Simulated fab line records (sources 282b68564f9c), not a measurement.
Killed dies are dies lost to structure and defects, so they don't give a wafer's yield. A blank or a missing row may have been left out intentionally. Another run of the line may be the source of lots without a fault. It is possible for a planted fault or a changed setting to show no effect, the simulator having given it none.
Which of the tools did it? / flow rit cmos / Sampling: 12 lots, 36 wafers, 2 of 202 route steps

WHAT EACH GAUGE READ, for each wafer
RIT_ACTIVE_CD_MEAS_11 targets a cd of 1400 nm. Usual: cd nm 1400.4 nm, standard deviation 2.6.
lot=L264; measured=day 1 14:37; on=cd sem-02; cd nm (nm)=1406.2 1404.7 1404.1; flag=
lot=L265; measured=day 1 20:51; on=cd sem-01; cd nm (nm)=1395.8 1394.0 1395.1; flag=
lot=L266; measured=day 2 03:19; on=cd sem-02; cd nm (nm)=1401.9 1403.5 1402.7; flag=
lot=L267; measured=day 2 06:31; on=cd sem-02; cd nm (nm)=1399.6 1398.5 1399.8; flag=
lot=L271; measured=day 3 01:26; on=cd sem-02; cd nm (nm)=1333.5 1330.4 1331.0; flag=OFF
lot=L279; measured=day 4 17:29; on=cd sem-02; cd nm (nm)=1337.9 1338.2 1337.4; flag=OFF
lot=L280; measured=day 4 22:36; on=cd sem-02; cd nm (nm)=1399.6 1396.6 1398.6; flag=
lot=L281; measured=day 5 03:43; on=cd sem-02; cd nm (nm)=1402.8 1402.9 1405.0; flag=
lot=L283; measured=day 5 13:26; on=cd sem-02; cd nm (nm)=1399.0 1398.4 1396.8; flag=
lot=L285; measured=day 5 23:26; on=cd sem-02; cd nm (nm)=1400.8 1399.3 1400.5; flag=
lot=L286; measured=day 6 04:31; on=cd sem-02; cd nm (nm)=1398.0 1397.4 1399.9; flag=
lot=L287; measured=day 6 09:26; on=cd sem-02; cd nm (nm)=1401.4 1399.8 1400.8; flag=

TOOL THAT RAN EACH LOT (tool first, then ch and the chambers of the sampled wafers, then the start)
lot=L264; RIT_ACTIVE_COAT_06=litho track-03 ch 0, day 1 13:47
lot=L265; RIT_ACTIVE_COAT_06=litho track-02 ch 0, day 1 20:09
lot=L266; RIT_ACTIVE_COAT_06=litho track-03 ch 0, day 2 02:38
lot=L267; RIT_ACTIVE_COAT_06=litho track-02 ch 0, day 2 05:49
lot=L271; RIT_ACTIVE_COAT_06=litho track-04 ch 0, day 3 00:44
lot=L279; RIT_ACTIVE_COAT_06=litho track-04 ch 0, day 4 16:47
lot=L280; RIT_ACTIVE_COAT_06=litho track-02 ch 0, day 4 21:47
lot=L281; RIT_ACTIVE_COAT_06=litho track-03 ch 0, day 5 02:47
lot=L283; RIT_ACTIVE_COAT_06=litho track-03 ch 0, day 5 12:44
lot=L285; RIT_ACTIVE_COAT_06=litho track-02 ch 0, day 5 22:44
lot=L286; RIT_ACTIVE_COAT_06=litho track-02 ch 0, day 6 03:44
lot=L287; RIT_ACTIVE_COAT_06=litho track-03 ch 0, day 6 08:44
- RIT_ACTIVE_COAT_06: resist thk 1000 nm.

AS READ BY THE TOOLS THEMSELVES (means over the sampled wafers that have a number; for cases with no such wafer, the mark the record gives instead)
The record holds no such reading with a usual standard deviation.

THE ANSWER, worked out from the rows above alone
Rule: lot off if the mean of its wafers having a number is beyond 3 standard deviations from the usual mean. Also off: a lot with no number at a reading for which 4 or more lots have one. All remaining lots with rows at the step are treated as sound. The gauges are gone through in route order, then the tools' own readings, and for those a lot's mean is taken as printed above. At the first step where some lot is off, the reading lying furthest off is the one used; lots without a number count as furthest.
Off at RIT_ACTIVE_CD_MEAS_11 (cd nm): L271, L279.
A tool fits if, at a process step before that reading, it ran every lot that is off, and no sound lot after the first of them. Gauges at RIT_ACTIVE_CD_MEAS_11: tried the same way as those tools. One fits: RIT_ACTIVE_COAT_06 on litho track-04. It ran no sound lot before its first lot that is off in this sample, so the start can't be narrowed down.

WHAT THE SIMULATOR HAD PUT IN
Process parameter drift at RIT_ACTIVE_COAT_06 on litho track-04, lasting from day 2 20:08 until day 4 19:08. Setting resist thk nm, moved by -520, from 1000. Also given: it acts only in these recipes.
Shown lots that were struck: L271, L279. This agrees with what the rule above found.
